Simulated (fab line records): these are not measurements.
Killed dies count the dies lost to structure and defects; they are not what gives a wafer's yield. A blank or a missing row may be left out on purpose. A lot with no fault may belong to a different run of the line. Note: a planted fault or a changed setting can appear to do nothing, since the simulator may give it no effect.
fab line records -- flow rit-cmos
[record] lots = 13, wafers = 39, last-day = 7
route steps=202 shown GATE@95
lots that met no fault: from a run of the same line without faults
start-h: hours from the record's first day to the start of the lot's first wafer shown -- wait-h: hours elapsed since this lot's preceding step -- " unchanged from the row above -- L1.1+2: several wafers, shown together as one row -- - either no value or no given start -- * or withheld: withheld -- < > ~ a bound
route shown NAME@n: names a module that has steps shown in the file, with the first one's number in the route -- usual: the fault-free wafers' mean and standard deviation -- same: alike in all rows -- chamber/n: place in a boat -- sites: per-site readings -- _std_site: their standard deviation -- _edge_site: inner sites' mean taken away from outer sites' mean -- radius-mm: how far each site lies from the wafer's centre -- mask NAME#n: copy n -- behind: the tool/chamber that last shaped the wafer -- hold: cause of the lot's hold/its duration in hours/its outcome -- device: the transistor (n, p or np) that didn't switch -- end of line: tests run on the same wafers once the route is complete -- for a step that has no rows: nothing shown but its recipe -- killed: dies lost to structure and defects at the first sort, not the wafer's yield -- map: dies across one wafer; x = killed, . = not, _ = none there
set.NAME: setting as actually run; set.NAME@STEP: the setting as run at that earlier step -- model.NAME: the simulator's own value behind a step, which no gauge read
the route's steps for a sample of lots (tables are steps, rows are wafers)
services: from which hour (start-h, from the record's first day; less than 0 if before it) a tool's chamber was out of use, for how many hours, and why
[[steps]]
[step RIT_GATE_ETCH_19]
[recipe] chemistry = SF6/CHF3/O2, time-s = 165, SF6_flow_sccm = 30, CHF3_flow_sccm = 30, O2_flow_sccm = 5, target = poly-Si, pressure-mtorr = 40, rf-w = 160, target-depth-a = 3125, over-etch-frac = 0.25, stop-on = SiO2
[usual] SF6_flow_sccm = 30.00/0.082, drypump-motor-current-A = 5.5/0.58, oes-product-au = 0.845/0.012, throttle-valve-pct = 10.24/0.16
[same] over-etch-frac = 0.25
lot.wafer,tool,chamber,start-h,wait-h,SF6_flow_sccm,drypump-motor-current-A,oes-product-au,rf-hours-counter-h,throttle-valve-pct
L235.1,rie-si-02,0,47.41,0.1,29.83,6.4,0.844,63,10.04
L235.4,rie-si-02,2,47.41,0.1,30.01,5.4,0.839,93,10.42
L235.5,rie-si-02,1,47.41,0.1,29.90,5.2,0.840,-,10.01
L236.1,rie-si-01,3,50.62,0.1,30.08,5.2,0.823,162,10.39
L236.2,rie-si-01,0,50.62,0.1,30.01,6.1,0.843,156,10.27
L236.4,rie-si-01,2,50.62,0.1,30.08,6.0,0.858,99,10.09
L237.1,rie-si-02,2,57.24,0.1,30.06,5.4,0.846,93,10.40
L237.2,rie-si-02,0,57.24,0.1,30.06,6.4,0.853,63,10.03
L237.3,rie-si-02,3,57.24,0.1,30.08,5.0,0.835,158,10.50
L238.2,rie-si-01,1,60.40,0.1,30.01,4.6,0.847,2,10.29
L238.3,rie-si-01,0,60.40,0.1,30.02,6.1,0.845,156,10.28
L238.5,rie-si-01,0,60.40,0.1,30.06,6.1,0.846,-,10.28
L239.1,rie-si-02,1,69.27,0.1,30.05,5.2,0.837,17,10.02
L239.3,rie-si-02,2,69.27,0.1,30.06,5.4,0.850,93,10.42
L239.6,rie-si-02,3,69.27,0.1,29.87,5.1,0.828,-,10.49
L240.4,rie-si-01,3,72.19,0.1,30.08,5.2,0.830,0,10.39
L240.5,rie-si-01,0,72.19,0.1,30.13,6.1,0.847,-,10.28
L240.6,rie-si-01,3,72.19,0.1,30.02,5.2,0.817,-,10.36
L241.1,rie-si-02,2,74.50,0.1,30.01,5.4,0.837,93,10.42
L241.4,rie-si-02,0,74.50,0.1,30.12,6.4,0.845,63,10.04
L241.6,rie-si-02,0,74.50,0.1,30.04,6.4,0.846,-,10.03
L242.3,rie-si-01,1,82.20,0.1,30.10,4.6,0.847,3,10.26
L242.5,rie-si-01,2,82.20,0.1,29.90,6.0,0.868,-,10.08
L242.6,rie-si-01,1,82.20,0.1,30.12,4.6,0.839,-,10.26
L247.3,rie-si-02,0,102.52,0.1,30.14,6.4,0.838,64,10.03
L247.4,rie-si-02,0,102.52,0.1,30.13,6.4,0.841,-,10.04
L247.5,rie-si-02,2,102.52,0.1,30.02,5.4,0.845,-,10.41
L248.3,rie-si-01,1,106.09,0.1,30.07,4.6,0.844,3,10.29
L248.5,rie-si-01,3,106.09,0.1,29.85,5.2,0.826,-,10.36
L248.6,rie-si-01,0,106.09,0.1,29.96,6.1,0.991,-,10.28
L253.1,rie-si-02,0,131.74,0.1,29.99,6.4,0.852,64,10.03
L253.2,rie-si-02,2,131.74,0.1,29.97,5.4,0.849,94,10.40
L253.5,rie-si-02,3,131.74,0.1,30.09,5.1,0.841,-,10.47
L255.3,rie-si-02,3,141.46,0.1,29.96,5.1,0.841,0,10.49
L255.4,rie-si-02,2,141.46,0.1,29.98,5.4,0.843,94,10.41
L255.6,rie-si-02,3,141.46,0.1,29.93,5.0,0.846,-,10.47
L257.3,rie-si-02,2,153.15,0.1,29.97,5.4,0.840,94,10.39
L257.4,rie-si-02,3,153.15,0.1,30.08,5.0,0.833,0,10.47
L257.6,rie-si-02,0,153.15,0.1,30.05,6.4,0.862,-,10.03
[[services]]
tool,chamber,start-h,hours,kind
rie-si-02,-,45.84,0.2,repair
rie-si-01,3,54.15,-,clean
rie-si-01,3,54.15,14.9,scheduled-down
rie-si-01,3,54.15,14.9,vent-cycle
rie-si-02,1,79.75,7.3,repair
rie-si-01,0,84.89,-,clean
rie-si-01,0,84.89,18.5,scheduled-down
rie-si-01,0,84.89,18.5,vent-cycle
rie-si-02,3,90.35,8.8,repair
rie-si-02,3,99.19,-,clean
rie-si-02,3,99.19,22.9,scheduled-down
rie-si-02,3,99.19,22.9,vent-cycle
[[key]]
[first-sign] step = RIT_GATE_ETCH_19, reading = oes-product-au, direction = up, sigmas = 12, usual = 0.845, struck = 0.991
effect none on later readings
met-at RIT_GATE_ETCH_19
struck-lots L248
struck-wafers L248.6
sort-left-out L248.6
tester-left-out L248
onset-between 72.19 106.09
[fault] kind = process-parameter-drift, tool = rie-si-01, chamber = 0, onset-h = 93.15, steps = RIT_GATE_ETCH_19, channel = target-depth-a, offset = -521.03, shape = step, end-h = 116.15, stated = 3125
// tester-left-out: of these lots the tester's yield and bins aren't shown, on N5 and GAA mostly nor the transistor test; their killed dies are dies lost to structure and defects alone, not to doping, threshold or leakage, so they don't give the yield
// sort-left-out: the simulated sort isn't trusted on such a fault, so these wafers' sort isn't shown, and their yield isn't known
